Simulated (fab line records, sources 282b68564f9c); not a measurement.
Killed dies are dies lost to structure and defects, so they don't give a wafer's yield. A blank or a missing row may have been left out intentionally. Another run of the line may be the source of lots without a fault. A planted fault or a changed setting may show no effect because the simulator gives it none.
fab line records + flow rit_cmos
record:
- lots: 5
- wafers: 15
- last_day: 8
route steps=202 shown ACTIVE@1 M1@202
lots untouched by any fault: they come from a run of this same line in which no faults occurred
start_h: hours from the record's opening day to when the first of the lot's shown wafers began + wait_h: how many hours have passed since the lot's step before this one + " as in the row above + L1.1+2: a single row standing in for several wafers + - no value present, or no start provided + * or withheld: withheld + < > ~ a bound
route shown NAME@n: a module of which the file shows steps, and the number in the route of the first + usual: mean and standard deviation over wafers with no fault + same: alike in all rows + chamber/n: place in a boat + sites: readings site by site + _std_site: the values' standard deviation + _edge_site: mean of outer sites minus mean of inner sites + radius_mm: for every site, how far away it sits from the centre of the wafer + mask NAME#n: copy n + behind: the last tool/chamber to shape the wafer + hold: cause of the lot's hold/its duration in hours/its outcome + device: which transistor (n, p or np) failed to switch + end of line: tests run on the same wafers once the route is complete + for a step that has no rows: nothing shown but its recipe + killed: at the first sort, the dies lost to defects and structure; wafer yield is something else + map: a wafer's dies, x killed, . not, _ none there
set.NAME: the setting the step ran with; set.NAME@STEP: the setting that earlier step ran with + model.NAME: the simulator's own value behind a step, which no gauge read
lots at selected steps of the route; one table per step, one row per wafer
services: the hour from which a tool's chamber was out of use, counted from the record's first day as start_h (under 0 if before that day), plus the number of hours and why
== steps ==
step: RIT_ACTIVE_BOW_MEAS_00
recipe:
- mode: bow
usual:
- INCOMING_BOW: 0/6.9
| lot.wafer | tool          | chamber | start_h | wait_h | INCOMING_BOW[um] |
|-----------|---------------|---------|---------|--------|------------------|
| L253.1    | film_metro-02 | -       | 20.00   | -      | 2                |
| L253.3    | "             | -       | "       | "      | 10               |
| L253.6    | "             | -       | "       | "      | 3                |
| L254.1    | film_metro-04 | -       | 25.00   | -      | 13               |
| L254.3    | "             | -       | "       | "      | -1               |
| L254.5    | "             | -       | "       | "      | -8               |
| L255.2    | film_metro-04 | -       | 30.02   | -      | -1               |
| L255.3    | "             | -       | "       | "      | -5               |
| L255.6    | "             | -       | "       | "      | 4                |
| L256.2    | film_metro-03 | -       | 35.02   | -      | 4                |
| L256.4    | "             | -       | "       | "      | 0                |
| L256.5    | "             | -       | "       | "      | 4                |
| L274.1    | film_metro-02 | -       | 125.00  | -      | 0                |
| L274.4    | "             | -       | "       | "      | 10               |
| L274.6    | "             | -       | "       | "      | 11               |
step: RIT_ACTIVE_OXIDATION_01
recipe:
- temp_c: 1000
- ambient: O2
- target_thk_a: 468
- ox_time_s: 3360
step: RIT_ACTIVE_THK_MEAS_02
recipe:
- reads: SiO2_of_ACTIVE_OXIDATION_01
usual:
- ACTIVE_OXIDE_THK: 46.6/1
| lot.wafer | tool          | chamber | start_h | wait_h | ACTIVE_OXIDE_THK[nm] |
|-----------|---------------|---------|---------|--------|----------------------|
| L253.1    | film_metro-04 | -       | 22.57   | 0.0    | 46.0                 |
| L253.3    | "             | -       | "       | "      | 46.4                 |
| L253.6    | "             | -       | "       | "      | 46.4                 |
| L254.1    | film_metro-03 | -       | 28.20   | 0.0    | 47.5                 |
| L254.3    | "             | -       | "       | "      | 48.6                 |
| L254.5    | "             | -       | "       | "      | 48.7                 |
| L255.2    | film_metro-04 | -       | 32.06   | 0.0    | 46.6                 |
| L255.3    | "             | -       | "       | "      | 46.3                 |
| L255.6    | "             | -       | "       | "      | 45.3                 |
| L256.2    | film_metro-03 | -       | 37.95   | 0.0    | 47.4                 |
| L256.4    | "             | -       | "       | "      | 47.5                 |
| L256.5    | "             | -       | "       | "      | 47.3                 |
| L274.1    | film_metro-02 | -       | 130.81  | 0.0    | 46.6                 |
| L274.4    | "             | -       | "       | "      | 46.1                 |
| L274.6    | "             | -       | "       | "      | 45.2                 |
step: RIT_ACTIVE_CVD_03
recipe:
- material: Si3N4
- target_thk_nm: 150
- temp_c: 810
- precursor: SiH2Cl2/NH3
- time_s: 1500
- pressure_mtorr: 300
- sih2cl2_flow_sccm: 60
- nh3_flow_sccm: 150
step: RIT_ACTIVE_THK_MEAS_04
recipe:
- reads: Si3N4_of_ACTIVE_CVD_03
usual:
- ACTIVE_NITRIDE_THK: 149.2/1.5
| lot.wafer | tool          | chamber | start_h | wait_h | ACTIVE_NITRIDE_THK[nm] |
|-----------|---------------|---------|---------|--------|------------------------|
| L253.1    | film_metro-03 | -       | 24.75   | 0.0    | 150.1                  |
| L253.3    | "             | -       | "       | "      | 150.7                  |
| L253.6    | "             | -       | "       | "      | 149.8                  |
| L254.1    | film_metro-03 | -       | 29.68   | 0.0    | 148.7                  |
| L254.3    | "             | -       | "       | "      | 150.0                  |
| L254.5    | "             | -       | "       | "      | 150.1                  |
| L255.2    | film_metro-03 | -       | 33.58   | 0.0    | 149.8                  |
| L255.3    | "             | -       | "       | "      | 149.7                  |
| L255.6    | "             | -       | "       | "      | 150.1                  |
| L256.2    | film_metro-02 | -       | 40.13   | 0.0    | 151.9                  |
| L256.4    | "             | -       | "       | "      | 150.2                  |
| L256.5    | "             | -       | "       | "      | 152.3                  |
| L274.1    | film_metro-04 | -       | 132.29  | 0.0    | 149.7                  |
| L274.4    | "             | -       | "       | "      | 150.2                  |
| L274.6    | "             | -       | "       | "      | 150.8                  |
step: RIT_ACTIVE_HMDS_05
recipe:
- prime_time_s: 60
- prime_temp_c: 140
step: RIT_ACTIVE_COAT_06
recipe:
- resist: NOVOLAK
- spin_rpm: 3250
- resist_thk_nm: 1000
step: RIT_ACTIVE_SOFTBAKE_07
recipe:
- resist: NOVOLAK
- temp_c: 90
- time_s: 60
step: RIT_ACTIVE_EXPOSE_08
recipe:
- mask_id: M1
- na: 0.6
- source_shape: conventional
- sigma_outer: 0.6
- target_cd_nm: 1400
- dose_mj: 225
usual:
- exposure_dose_mJ_cm2: 225.5/0.62
| lot.wafer | tool             | chamber | start_h | wait_h | mask    | exposure_dose_mJ_cm2 |
|-----------|------------------|---------|---------|--------|---------|----------------------|
| L253.1    | iline_stepper-01 | 0       | 25.26   | 0.1    | M1#0    | 224.6                |
| L253.3    | "                | 0       | "       | "      | M1#0    | 225.0                |
| L253.6    | "                | 0       | "       | "      | M1#0    | 224.9                |
| L254.1    | iline_stepper-02 | 0       | 30.31   | 0.2    | M1#0    | 226.3                |
| L254.3    | "                | 0       | "       | "      | M1#0    | 226.0                |
| L254.5    | "                | 0       | "       | "      | M1#0    | 226.1                |
| L255.2    | iline_stepper-02 | 0       | 34.10   | 0.1    | M1_R1#0 | 225.7                |
| L255.3    | "                | 0       | "       | "      | M1_R1#0 | 225.7                |
| L255.6    | "                | 0       | "       | "      | M1_R1#0 | 225.8                |
| L256.2    | iline_stepper-01 | 0       | 40.78   | 0.2    | M1#0    | 224.9                |
| L256.4    | "                | 0       | "       | "      | M1#0    | 224.9                |
| L256.5    | "                | 0       | "       | "      | M1#0    | 224.8                |
| L274.1    | iline_stepper-01 | 0       | 132.80  | 0.1    | M1#0    | 225.0                |
| L274.4    | "                | 0       | "       | "      | M1#0    | 224.8                |
| L274.6    | "                | 0       | "       | "      | M1#0    | 224.8                |
step: RIT_ACTIVE_PEB_09
recipe:
- resist: NOVOLAK
- temp_c: withheld
- time_s: withheld
step: RIT_ACTIVE_DEVELOP_10
recipe:
- resist: NOVOLAK
- develop_time_s: 50
- dev_temp_c: 23
step: RIT_ACTIVE_CD_MEAS_11
recipe:
- target_cd_nm: 1400
usual:
- cd_nm: 1400.3/2.2
| lot.wafer | tool      | chamber | start_h | wait_h | cd_nm  |
|-----------|-----------|---------|---------|--------|--------|
| L253.1    | cd_sem-01 | -       | 25.66   | -      | 1400.2 |
| L253.3    | "         | -       | "       | "      | 1402.2 |
| L253.6    | "         | -       | "       | "      | 1400.6 |
| L254.1    | cd_sem-02 | -       | 30.71   | -      | 1401.4 |
| L254.3    | "         | -       | "       | "      | 1399.2 |
| L254.5    | "         | -       | "       | "      | 1397.8 |
| L255.2    | cd_sem-02 | -       | 34.50   | -      | 1548.9 |
| L255.3    | "         | -       | "       | "      | 1548.9 |
| L255.6    | "         | -       | "       | "      | 1546.7 |
| L256.2    | cd_sem-01 | -       | 41.18   | -      | 1397.9 |
| L256.4    | "         | -       | "       | "      | 1398.2 |
| L256.5    | "         | -       | "       | "      | 1398.9 |
| L274.1    | cd_sem-01 | -       | 133.20  | -      | 1398.1 |
| L274.4    | "         | -       | "       | "      | 1398.8 |
| L274.6    | "         | -       | "       | "      | 1400.4 |
step: RIT_ACTIVE_HARDBAKE_12
recipe:
- resist: NOVOLAK
- temp_c: 140
- time_s: 60
step: RIT_ACTIVE_ETCH_13
recipe:
- stop_on: SiO2
- chemistry: SF6
- target: Si3N4
- time_s: 210
- over_etch_frac: 0.4
- SF6_flow_sccm: 200
- pressure_mtorr: 260
- rf_w: 125
- target_depth_a: 2100
usual:
- drypump_motor_current_A: 5.6/0.57
- oes_product_au: 0.816/0.014
- throttle_valve_pct: 7.48/0.12
| lot.wafer | tool        | chamber | start_h | wait_h | drypump_motor_current_A | oes_product_au | rf_hours_counter_h | throttle_valve_pct | model.ACTIVE.cd_nm |
|-----------|-------------|---------|---------|--------|-------------------------|----------------|--------------------|--------------------|--------------------|
| L253.1    | rie_diel-02 | 0       | 25.93   | 0.1    | 5.4                     | 0.809          | 67                 | 7.47               | 1400               |
| L253.3    | "           | 2       | "       | "      | 4.7                     | 0.831          | 15                 | 7.57               | 1402               |
| L253.6    | "           | 2       | "       | "      | 4.7                     | 0.833          | -                  | 7.55               | 1401               |
| L254.1    | rie_diel-01 | 0       | 30.98   | 0.1    | 5.4                     | 0.822          | 2                  | 7.41               | 1401               |
| L254.3    | "           | 2       | "       | "      | 6.8                     | 0.812          | 117                | 7.65               | 1399               |
| L254.5    | "           | 1       | "       | "      | 4.9                     | 0.802          | -                  | 7.58               | 1398               |
| L255.2    | rie_diel-04 | 2       | 34.75   | 0.1    | 6.1                     | 0.850          | 165                | 7.49               | 1549               |
| L255.3    | "           | 3       | "       | "      | 5.4                     | 0.834          | 39                 | 7.40               | 1549               |
| L255.6    | "           | 2       | "       | "      | 6.1                     | 0.838          | -                  | 7.50               | 1547               |
| L256.2    | rie_diel-04 | 1       | 41.43   | 0.1    | 5.8                     | 0.811          | 89                 | 7.24               | 1398               |
| L256.4    | "           | 3       | "       | "      | 5.4                     | 0.822          | 39                 | 7.40               | 1398               |
| L256.5    | "           | 0       | "       | "      | 5.6                     | 0.837          | -                  | 7.52               | 1399               |
| L274.1    | rie_diel-01 | 0       | 133.47  | 0.1    | 5.4                     | 0.832          | 3                  | 7.40               | 1398               |
| L274.4    | "           | 3       | "       | "      | 5.9                     | 0.794          | 38                 | 7.35               | 1399               |
| L274.6    | "           | 1       | "       | "      | 4.8                     | 0.798          | -                  | 7.61               | 1400               |
step: RIT_ACTIVE_STRIP_14
recipe:
- chemistry: O2
- time_s: 180
- resist: NOVOLAK
- platen_temp_c: withheld
- power_w: 500
- pressure_mtorr: 4000
- o2_flow_sccm: 4000
usual:
- drypump_motor_current_A: 5.6/0.46
| lot.wafer | tool            | chamber | start_h | wait_h | drypump_motor_current_A | rf_hours_counter_h |
|-----------|-----------------|---------|---------|--------|-------------------------|--------------------|
| L253.1    | plasma_asher-01 | 0       | 26.07   | 0.1    | 4.7                     | 35                 |
| L253.3    | "               | 1       | "       | "      | 6.0                     | -                  |
| L253.6    | "               | 0       | "       | "      | 4.7                     | -                  |
| L254.1    | plasma_asher-01 | 1       | 31.11   | 0.1    | 6.0                     | 35                 |
| L254.3    | "               | 1       | "       | "      | 6.0                     | -                  |
| L254.5    | "               | 1       | "       | "      | 6.0                     | -                  |
| L255.2    | plasma_asher-02 | 0       | 34.89   | 0.1    | 5.8                     | 38                 |
| L255.3    | "               | 1       | "       | "      | 5.6                     | -                  |
| L255.6    | "               | 1       | "       | "      | 5.6                     | -                  |
| L256.2    | plasma_asher-04 | 1       | 41.56   | 0.1    | 5.9                     | 41                 |
| L256.4    | "               | 0       | "       | "      | 5.8                     | -                  |
| L256.5    | "               | 1       | "       | "      | 5.9                     | -                  |
| L274.1    | plasma_asher-02 | 0       | 133.60  | 0.1    | 5.8                     | 46                 |
| L274.4    | "               | 1       | "       | "      | 5.6                     | -                  |
| L274.6    | "               | 0       | "       | "      | 5.8                     | -                  |
step: RIT_M1_PROBE_99
usual:
- killed_at_contacts: 0.0/0.22
- killed_at_front_end: 6.6/2.7
- killed_dies: 6.7/2.7
- killed_open: 3.4/2
- killed_short: 3.2/1.8
same:
- gross_dies: 264
- killed_at_M0_to_M3: 0
- killed_at_M4_up: 0
- killed_at_back_side: 0
- killed_at_other: 0
| lot.wafer | tool      | chamber | start_h | wait_h | killed_at_contacts | killed_at_front_end | killed_dies | killed_open | killed_short | model.etest.pplus_sal.width_nm | model.etest.nplus_sal.width_nm | model.etest.nldd.width_nm | model.etest.pldd.width_nm | model.etest.nmos_narrow.drive_ua_um | model.etest.pmos_narrow.drive_ua_um | model.etest.field_p_metal.vt_v | model.etest.field_p.vt_v |
|-----------|-----------|---------|---------|--------|--------------------|---------------------|-------------|-------------|--------------|--------------------------------|--------------------------------|---------------------------|---------------------------|-------------------------------------|-------------------------------------|--------------------------------|--------------------------|
| L253.1    | prober-02 | -       | 71.24   | 0.1    | 0                  | 2                   | 2           | 0           | 2            | 3424                           | 3444                           | 3162                      | 3176                      | 223.3                               | 100.9                               | -28.51                         | -12.69                   |
| L253.3    | prober-02 | -       | 71.34   | 0.2    | 1                  | 2                   | 3           | 0           | 3            | 3442                           | 3434                           | 3168                      | 3181                      | 231.4                               | 102.9                               | -28.75                         | -12.75                   |
| L253.6    | prober-02 | -       | 71.49   | 0.2    | 0                  | 2                   | 2           | 0           | 2            | 3451                           | 3440                           | 3181                      | 3167                      | 225.7                               | 100.3                               | -29.03                         | -12.69                   |
| L254.1    | prober-01 | -       | 81.03   | 0.1    | 0                  | 5                   | 5           | 1           | 4            | 3454                           | 3462                           | 3181                      | 3201                      | 225.1                               | 102.4                               | -30.68                         | -13                      |
| L254.3    | prober-01 | -       | 81.13   | 0.2    | 0                  | 3                   | 3           | 3           | 0            | 3437                           | 3446                           | 3179                      | 3190                      | 219.2                               | 97.25                               | -30.69                         | -12.94                   |
| L254.5    | prober-01 | -       | 81.23   | 0.2    | 0                  | 10                  | 10          | 7           | 3            | 3475                           | 3469                           | 3169                      | 3187                      | 224.3                               | 102.2                               | -30.97                         | -12.95                   |
| L255.2    | prober-02 | -       | 82.70   | 0.1    | 0                  | 9                   | 9           | 3           | 3            | 3597                           | 3580                           | 3283                      | 3315                      | 257.3                               | 112.7                               | -32.44                         | -14.1                    |
| L255.3    | prober-02 | -       | 82.75   | 0.2    | 0                  | 15                  | 15          | 3           | 3            | 3595                           | 3590                           | 3311                      | 3271                      | 258.8                               | 114.1                               | -32.68                         | -14.1                    |
| L255.6    | prober-02 | -       | 82.90   | 0.2    | 0                  | 7                   | 7           | 5           | 0            | 3617                           | 3607                           | 3309                      | 3313                      | 261.9                               | 115.6                               | -33.14                         | -14.13                   |
| L256.2    | prober-01 | -       | 88.06   | 0.1    | 0                  | 11                  | 11          | 7           | 4            | 3468                           | 3450                           | 3202                      | 3184                      | 236.3                               | 107.4                               | -29.29                         | -12.27                   |
| L256.4    | prober-01 | -       | 88.16   | 0.2    | 0                  | 7                   | 7           | 5           | 2            | 3477                           | 3451                           | 3172                      | 3184                      | 232.2                               | 106.6                               | -29.04                         | -12.27                   |
| L256.5    | prober-01 | -       | 88.21   | 0.2    | 0                  | 12                  | 12          | 4           | 8            | 3441                           | 3445                           | 3193                      | 3198                      | 233.9                               | 107.3                               | -30.04                         | -12.33                   |
| L274.1    | prober-01 | -       | 195.09  | 0.1    | 0                  | 6                   | 6           | 2           | 4            | 3446                           | 3430                           | 3150                      | 3143                      | 220.6                               | 102.9                               | -29.01                         | -12.83                   |
| L274.4    | prober-01 | -       | 195.24  | 0.2    | 0                  | 7                   | 7           | 6           | 1            | 3435                           | 3425                           | 3164                      | 3182                      | 220.7                               | 102.6                               | -29.16                         | -12.81                   |
| L274.6    | prober-01 | -       | 195.34  | 0.2    | 0                  | 6                   | 6           | 4           | 2            | 3443                           | 3458                           | 3203                      | 3188                      | 226.2                               | 102.3                               | -29.3                          | -12.89                   |
killed by level:class
L253.1 GATE:geometric_particle:short=1 REOX:geometric_particle:short=1
L253.3 GATE:geometric_particle:short=2 CONTACT:geometric_particle:short=1
L253.6 GATE:geometric_particle:short=1 SILICIDE:geometric_particle:short=1
L254.1 FOX2:geometric_particle:short=1 GATE:geometric_particle:short=1 REOX:geometric_particle:short=1 REOX:geometric_particle:open=1 SILICIDE:geometric_particle:short=1
L254.3 FOX2:geometric_particle:open=1 GATE:geometric_particle:open=1 REOX:geometric_particle:open=1
L254.5 FOX1:geometric_particle:short=2 REOX:geometric_particle:open=2 SPACER:geometric_particle:open=2 FOX1:geometric_particle:open=1 FOX2:geometric_particle:open=1 REOX:geometric_particle:short=1 SILICIDE:geometric_particle:open=1
L255.2 ACTIVE:area_expose=3 GATE:geometric_particle:short=2 GATE:geometric_particle:open=2 FOX1:geometric_particle:open=1 SPACER:geometric_particle:short=1
L255.3 ACTIVE:area_expose=9 GATE:geometric_particle:open=2 FOX1:geometric_particle:short=1 FOX2:geometric_particle:short=1 SPACER:geometric_particle:short=1 SILICIDE:geometric_particle:open=1
L255.6 FOX1:geometric_particle:open=2 REOX:geometric_particle:open=2 ACTIVE:area_expose=2 FOX2:geometric_particle:open=1
L256.2 GATE:geometric_particle:open=5 FOX1:geometric_particle:open=2 SPACER:geometric_particle:short=2 FOX1:geometric_particle:short=1 REOX:geometric_particle:short=1
L256.4 GATE:geometric_particle:open=2 REOX:geometric_particle:open=2 GATE:geometric_particle:short=1 SPACER:geometric_particle:short=1 SILICIDE:geometric_particle:open=1
L256.5 GATE:geometric_particle:short=6 GATE:geometric_particle:open=2 SPACER:geometric_particle:open=2 FOX1:geometric_particle:short=1 SPACER:geometric_particle:short=1
L274.1 GATE:geometric_particle:open=2 SPACER:geometric_particle:short=2 FOX1:geometric_particle:short=1 GATE:geometric_particle:short=1
L274.4 GATE:geometric_particle:open=5 FOX1:geometric_particle:short=1 FOX1:geometric_particle:open=1
L274.6 FOX1:geometric_particle:open=3 REOX:geometric_particle:short=2 GATE:geometric_particle:open=1
== services ==
| tool             | chamber | start_h | hours | kind           |
|------------------|---------|---------|-------|----------------|
| plasma_asher-04  | -       | 7.50    | 5.9   | repair         |
| iline_stepper-02 | 0       | 14.90   | -     | calibration    |
| plasma_asher-02  | -       | 30.61   | 0.4   | repair         |
| rie_diel-02      | 1       | 34.90   | 8.6   | repair         |
| rie_diel-04      | 3       | 43.40   | 5.6   | repair         |
| iline_stepper-02 | -       | 47.79   | 4.4   | pm             |
| rie_diel-02      | 3       | 55.30   | 32.9  | repair         |
| rie_diel-04      | 2       | 63.99   | -     | clean          |
| rie_diel-04      | 2       | 63.99   | 14.8  | scheduled_down |
| rie_diel-04      | 2       | 63.99   | 14.8  | vent_cycle     |
| rie_diel-04      | -       | 78.62   | 0.8   | repair         |
| plasma_asher-02  | -       | 83.87   | 14.6  | pm             |
| rie_diel-02      | 0       | 89.08   | 2.4   | repair         |
| plasma_asher-01  | -       | 103.33  | 0.4   | repair         |
| plasma_asher-04  | -       | 108.75  | 9.0   | pm             |
| plasma_asher-04  | 0       | 108.75  | 9.0   | vent_cycle     |
| plasma_asher-04  | 1       | 108.75  | 9.0   | vent_cycle     |
| iline_stepper-02 | -       | 115.35  | 7.2   | repair         |
| plasma_asher-04  | 0       | 117.75  | -     | clean          |
| plasma_asher-04  | 1       | 117.75  | -     | clean          |
| iline_stepper-02 | -       | 122.57  | 1.7   | pm             |
== key ==
first_sign:
- step: RIT_ACTIVE_EXPOSE_08
- reading: mask
- direction: changed
effect:
- step: RIT_ACTIVE_CD_MEAS_11
- reading: cd_nm
- direction: up
- sigmas: 68
- usual: 1400.3
- struck: 1548.2
model_effect:
- step: RIT_ACTIVE_ETCH_13
- value: ACTIVE.cd_nm
- without: 1398
- struck: 1548
model_effect:
- step: RIT_M1_PROBE_99
- value: etest.pplus_sal.width_nm
- without: 3453
- struck: 3603
more_kills_born_at:
- RIT_ACTIVE_EXPOSE_08@iline_stepper-02: 14
met_at RIT_ACTIVE_EXPOSE_08
struck_wafers L255.2,L255.3,L255.6
tester_left_out L255
onset_between 30.31 34.10
fault:
- kind: wrong_mask
- tool: any
- chamber: -
- onset_h: 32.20
- steps: RIT_ACTIVE_EXPOSE_08
- aux_copy: M1_R1#0
- cd_offset_nm: 150
- scope: struck_lots_only
tester_left_out: of these lots the tester's yield and bins aren't shown, on N5 and GAA mostly nor the transistor test; their killed dies are dies lost to structure and defects alone, not to doping, threshold or leakage, so they don't give the yield
